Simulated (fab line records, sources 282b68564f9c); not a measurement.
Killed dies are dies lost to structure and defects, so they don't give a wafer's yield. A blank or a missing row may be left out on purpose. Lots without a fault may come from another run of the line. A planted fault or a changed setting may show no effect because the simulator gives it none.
Which tool did it? | flow rit_cmos | 7 lots, 21 wafers sampled, at 2 steps of a route of 202

WHAT THE GAUGES READ, wafer by wafer
RIT_REOX_THK_MEAS_04.
lot  | measured    | on            | REOX_OXIDE_THK (nm)
L955 | day 2 20:40 | film_metro-03 | 25.5 25.1 25.3
L957 | day 3 07:45 | film_metro-02 | 29.0 28.6 29.0
L962 | day 4 07:46 | film_metro-02 | 29.3 29.1 29.3
L969 | day 5 18:58 | film_metro-02 | 25.0 25.5 25.2
L973 | day 6 15:55 | film_metro-02 | 26.1 26.2 26.1
L975 | day 7 03:13 | film_metro-02 | 26.0 26.3 26.0
L977 | day 7 15:37 | film_metro-01 | 25.2 24.6 24.9

WHICH TOOL RAN EACH LOT (tool, then ch and the chambers of the sampled wafers, then the start)
lot  | RIT_REOX_OXIDATION_03
L955 | furnace-03 ch 0, day 2 18:06
L957 | furnace-03 ch 0, day 3 05:12
L962 | furnace-03 ch 0, day 4 05:13
L969 | furnace-04 ch 0, day 5 16:25
L973 | furnace-03 ch 0, day 6 13:22
L975 | furnace-04 ch 0, day 7 00:40
L977 | furnace-04 ch 0, day 7 13:03
- RIT_REOX_OXIDATION_03: target thk 25.2 nm, ox time 5580 s.

THE ANSWER, worked out from the rows above alone
Rule: what is usual is taken from the lots themselves. Put in order of their means at a reading, lots are off if they are a third of the lots or fewer, leave a main group of 4 or more, and stand apart from it by a gap of 3 or more times the standard deviation of the main group's means; of several such gaps the widest counts. A main group whose means are all the same, to the digits that the tables above print for the reading, isn't used. A lot without any number at a reading at which 4 lots or more have one is off too. The other lots that the step has rows for count as sound.
Off: L957, L962, at RIT_REOX_THK_MEAS_04 (REOX_OXIDE_THK). The main group: mean 25.5 nm, standard deviation 0.5.
A tool fits if, at a process step before that reading, it ran every lot that is off, and no sound lot after the first of them. The gauges at RIT_REOX_THK_MEAS_04 are tried like those tools. None of those tried fits.

WHAT THE SIMULATOR HAD PUT IN
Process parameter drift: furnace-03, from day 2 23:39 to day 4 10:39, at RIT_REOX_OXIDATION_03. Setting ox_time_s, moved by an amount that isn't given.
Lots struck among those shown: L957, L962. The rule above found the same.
